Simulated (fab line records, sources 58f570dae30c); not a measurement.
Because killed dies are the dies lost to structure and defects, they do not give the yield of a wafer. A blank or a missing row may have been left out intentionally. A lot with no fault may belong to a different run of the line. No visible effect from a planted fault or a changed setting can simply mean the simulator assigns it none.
2 desks looking at one fault ; flow berkeley cmos170 ; each desk holds nothing but its own numbers, with what lay behind them at the end

## FROM THE METROLOGY DESK
What the gauges read for every lot (on any tool): the sampled wafers with a number, averaged. Any lot whose mean is over 4 standard deviations away from the usual mean is out of limits and marked OUT; that distance is given in the brackets.
Columns: A = cd nm at UCB170_V1_CD_MEAS_12, usual 700.3 nm; B = V2_TEOS_THK at UCB170_V2_THK_MEAS_01, usual 1906 nm; C = V2_OVL at UCB170_V2_OVL_MEAS_13, usual 1 nm; D = M3_AL_RS at UCB170_M3_RS_MEAS_02, usual 0.0323 ohm/sq; E = M3_AL_THK at UCB170_M3_THK_MEAS_03, usual 881 nm
lot;first seen here;A;B;C;D;E
L744;day 8 21:15;699.9;1898;1;0.0321;884
L749;day 9 08:18;699.8;1919;7;0.0324;875
L747;day 9 12:43;701.6;1864;3;0.0328;867
L746;day 9 14:38;698.2;1911;5;0.0318;892
L750;day 10 04:37;701.9;1893;-2;0.0319;891
L753;day 10 07:00;701.5;1899;-4;0.0325;871
L752;day 10 09:20;699.3;1907;7;0.0324;877
L757;day 11 03:10;700.9;1880;-5;0.0327;870
L755;day 11 04:47;701.9;1950;-3;0.0325;884
L759;day 11 20:29;700.9;1908;4;0.0277 (-12) OUT;1079 (+16) OUT
L761;day 12 09:19;699.7;1941;-2;0.0327;864
L762;day 12 09:24;698.7;1928;7;0.0277 (-12) OUT;1078 (+16) OUT
L766;day 13 03:01;699.1;1895;7;0.0329;865
L767;day 13 04:20;699.1;1926;-1;0.0320;894
This desk's result: L759, L762 out of limits, first on L759 (M3_AL_RS at UCB170_M3_RS_MEAS_02), day 12 02:49. In limits: L744, L749, L747, L746, L750, L753, L752, L757, L755, L761, L766, L767.

## AT THE TOOL OWNER'S DESK: pvd sputter-03
The tool's own readings at UCB170_M3_SPUTTER_01 (material Al, target thk 900 nm, time 120 s): means of the sampled wafers that have a number, for each lot that ran on this tool. Any lot whose mean is over 4 standard deviations away from the usual mean is out of limits and marked OUT; that distance is given in the brackets.
Columns: A = cathode dc power W at UCB170_M3_SPUTTER_01, usual 6000.1 W; B = chamber pressure pa at UCB170_M3_SPUTTER_01, usual 0.5100 Pa; C = throttle valve pct at UCB170_M3_SPUTTER_01, usual 29.5 %
lot;first seen here;A;B;C
L744;day 9 05:19;5999.2;0.5097;29.5
L749;day 9 14:55;6000.2;0.5101;28.6
L746;day 9 21:42;5999.8;0.5100;29.1
L750;day 10 11:29;6000.6;0.5097;29.2
L759;day 12 02:44;5999.5;0.5093;29.3
L762;day 12 18:38;6001.5;0.5083;29.3
This desk's verdict: no lot among the 6 shows anything out of limits.

## PUT TOGETHER
L759, L762 would have let the metrology desk raise an alarm at day 12 02:49.
The desk of the tool owner found nothing out of limits.
The tool owner's desk has L759, L762 on record, within its limits.
All the named lots went through UCB170_M3_SPUTTER_01 on pvd sputter-03.

## WHAT THE SIMULATOR HAD INSERTED
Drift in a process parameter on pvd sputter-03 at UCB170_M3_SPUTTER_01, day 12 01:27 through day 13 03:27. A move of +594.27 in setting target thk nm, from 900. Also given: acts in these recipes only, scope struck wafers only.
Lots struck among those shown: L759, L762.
Per desk, hours elapsed from the start of the fault to the first reading out of limits: for the metrology desk, 1.
